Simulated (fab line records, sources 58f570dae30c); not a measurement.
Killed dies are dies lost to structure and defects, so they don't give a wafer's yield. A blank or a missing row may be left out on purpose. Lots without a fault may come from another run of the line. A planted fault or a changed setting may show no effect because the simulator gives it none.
Which tool did it? | flow berkeley_cmos170 | 13 lots, 39 wafers sampled, at 5 steps of a route of 331

WHAT THE GAUGES READ, wafer by wafer
UCB170_CONTACT_CD_MEAS_15: target cd 700 nm. Usual: cd_nm 700.2 nm, standard deviation 1.4.
lot  | measured     | on        | cd_nm (nm)        | flag
L554 | day 7 18:53  | cd_sem-02 | 699.6 701.2 699.5 |
L555 | day 8 17:10  | cd_sem-02 | 702.9 701.5 701.9 |
L558 | day 8 17:44  | cd_sem-02 | 697.4 698.9 697.6 |
L557 | day 8 19:18  | cd_sem-02 | 702.2 700.3 701.6 |
L559 | day 8 22:11  | cd_sem-02 | 700.4 700.2 700.2 |
L563 | day 9 21:12  | cd_sem-01 | 700.1 700.4 701.5 |
L562 | day 9 23:05  | cd_sem-02 | 699.4 700.2 699.9 |
L564 | day 10 06:38 | cd_sem-01 | 698.2 697.0 698.2 |
L565 | day 10 11:59 | cd_sem-02 | 748.4 748.3 747.8 | OFF
L570 | day 11 10:54 | cd_sem-01 | 700.1 698.9 700.1 |
L573 | day 11 12:59 | cd_sem-01 | 699.2 698.2 698.5 |
L575 | day 11 23:29 | cd_sem-01 | 697.9 698.1 697.4 |
L577 | day 12 13:56 | cd_sem-01 | 702.1 702.3 700.9 |

UCB170_CONTACT_OVL_MEAS_16. Usual: CONTACT_OVL -3 nm, standard deviation 5.5.
lot  | measured     | on         | CONTACT_OVL (nm) | flag
L554 | day 7 19:00  | overlay-01 | -7 -8 0          |
L555 | day 8 17:17  | overlay-01 | -5 -1 -7         |
L558 | day 8 17:52  | overlay-02 | -2 -6 -5         |
L557 | day 8 19:25  | overlay-01 | -5 -10 -6        |
L559 | day 8 22:17  | overlay-02 | 11 8 2           |
L563 | day 9 21:18  | overlay-01 | -1 0 1           |
L562 | day 9 23:12  | overlay-01 | 3 -5 7           |
L564 | day 10 06:46 | overlay-01 | 1 -8 2           |
L565 | day 10 12:05 | overlay-02 | -10 -10 -16      |
L570 | day 11 11:01 | overlay-02 | -12 -9 -7        |
L573 | day 11 13:04 | overlay-01 | -9 0 -10         |
L575 | day 11 23:35 | overlay-01 | 4 5 -2           |
L577 | day 12 14:01 | overlay-02 | 5 2 -3           |

UCB170_M3_BOW_MEAS_20. Usual: M3_BOW 35 um, standard deviation 7.2.
lot  | measured     | on            | M3_BOW (um) | flag
L554 | day 8 16:43  | film_metro-02 | 39 31 28    |
L555 | day 9 09:07  | film_metro-03 | 39 38 42    |
L558 | day 9 09:59  | film_metro-01 | 39 28 21    |
L557 | day 9 12:52  | film_metro-01 | 39 38 54    |
L559 | day 9 18:01  | film_metro-01 | 31 36 37    |
L563 | day 10 17:35 | film_metro-03 | 41 29 36    |
L562 | day 10 19:11 | film_metro-01 | 39 26 31    |
L564 | day 11 03:54 | film_metro-01 | 34 30 36    |
L565 | day 11 06:25 | film_metro-02 | 49 38 46    |
L570 | day 12 05:16 | film_metro-01 | 36 39 35    |
L573 | day 12 07:46 | film_metro-01 | 35 26 27    |
L575 | day 12 17:30 | film_metro-01 | 39 40 44    |
L577 | day 13 07:05 | film_metro-01 | 30 30 45    |

WHICH TOOL RAN EACH LOT (tool, then ch and the chambers of the sampled wafers, then the start)
lot  | UCB170_CONTACT_SOFTBAKE_11                   | UCB170_CONTACT_EXPOSE_12
L554 | litho_track-04 ch 0, day 7 18:26 or earlier  | krf_scanner-01 ch 0, day 7 18:26
L555 | litho_track-04 ch 0, day 8 16:47 or earlier  | krf_scanner-01 ch 0, day 8 16:47
L558 | litho_track-01 ch 0, day 8 17:21 or earlier  | krf_scanner-02 ch 0, day 8 17:21
L557 | litho_track-01 ch 0, day 8 18:35 or earlier  | krf_scanner-02 ch 0, day 8 18:35
L559 | litho_track-03 ch 0, day 8 21:17 or earlier  | krf_scanner-01 ch 0, day 8 21:17
L563 | litho_track-04 ch 0, day 9 20:48 or earlier  | krf_scanner-01 ch 0, day 9 20:48
L562 | litho_track-04 ch 0, day 9 22:31 or earlier  | krf_scanner-01 ch 0, day 9 22:31
L564 | litho_track-03 ch 0, day 10 06:15 or earlier | krf_scanner-02 ch 0, day 10 06:15
L565 | litho_track-04 ch 0, day 10 10:31 or earlier | krf_scanner-02 ch 0, day 10 10:31
L570 | litho_track-03 ch 0, day 11 10:23 or earlier | krf_scanner-02 ch 0, day 11 10:23
L573 | litho_track-03 ch 0, day 11 12:35 or earlier | krf_scanner-02 ch 0, day 11 12:35
L575 | litho_track-01 ch 0, day 11 22:55 or earlier | krf_scanner-02 ch 0, day 11 22:55
L577 | litho_track-01 ch 0, day 12 13:17 or earlier | krf_scanner-02 ch 0, day 12 13:17
- UCB170_CONTACT_SOFTBAKE_11: time 62.78 s.
- UCB170_CONTACT_EXPOSE_12: exposes mask CONT, target cd 700 nm.

WHAT THE TOOLS THEMSELVES READ (means of the sampled wafers that have a number; where no wafer has one, the mark that the record gives instead)
UCB170_CONTACT_SOFTBAKE_11. Usual: plate_sensor_t_centre_C 131.41 C, standard deviation 0.01; plate_sensor_t_edge_C 131.53 C, standard deviation 0.01.
lot  | tool           | plate_sensor_t_centre_C (C) | plate_sensor_t_edge_C (C) | flag
L554 | litho_track-04 | 131.41                      | 131.53                    |
L555 | litho_track-04 | 131.40                      | 131.54                    |
L558 | litho_track-01 | 131.41                      | 131.54                    |
L557 | litho_track-01 | 131.41                      | 131.54                    |
L559 | litho_track-03 | 131.40                      | 131.53                    |
L563 | litho_track-04 | 131.41                      | 131.53                    |
L562 | litho_track-04 | 131.41                      | 131.53                    |
L564 | litho_track-03 | 131.40                      | 131.53                    |
L565 | litho_track-04 | 131.41                      | 131.53                    |
L570 | litho_track-03 | 131.40                      | 131.53                    |
L573 | litho_track-03 | 131.40                      | 131.53                    |
L575 | litho_track-01 | 131.40                      | 131.54                    |
L577 | litho_track-01 | 131.41                      | 131.53                    |

THE ANSWER, worked out from the rows above alone
Rule: a lot is off if the mean of its wafers that have a number lies more than 3 standard deviations from the usual mean. A lot without any number at a reading at which 4 lots or more have one is off too. The other lots that the step has rows for count as sound. The gauges are gone through in route order, then the tools' own readings, and for those a lot's mean is taken as printed above. The first step at which some lot is off is used, and at that step the reading that is off furthest; a lot without a number counts as furthest.
Off: L565, at UCB170_CONTACT_CD_MEAS_15 (cd_nm).
A tool fits if, at a process step before that reading, it ran every lot that is off, and no sound lot after the first of them. The gauges at UCB170_CONTACT_CD_MEAS_15 are tried like those tools. UCB170_CONTACT_SOFTBAKE_11 gives no start for some lots, so the hours and the order of its lots are those of UCB170_CONTACT_EXPOSE_12. Can't be told from this: 2 tools fit, litho_track-04 at UCB170_CONTACT_SOFTBAKE_11, cd_sem-02 at UCB170_CONTACT_CD_MEAS_15.

WHAT THE SIMULATOR HAD PUT IN
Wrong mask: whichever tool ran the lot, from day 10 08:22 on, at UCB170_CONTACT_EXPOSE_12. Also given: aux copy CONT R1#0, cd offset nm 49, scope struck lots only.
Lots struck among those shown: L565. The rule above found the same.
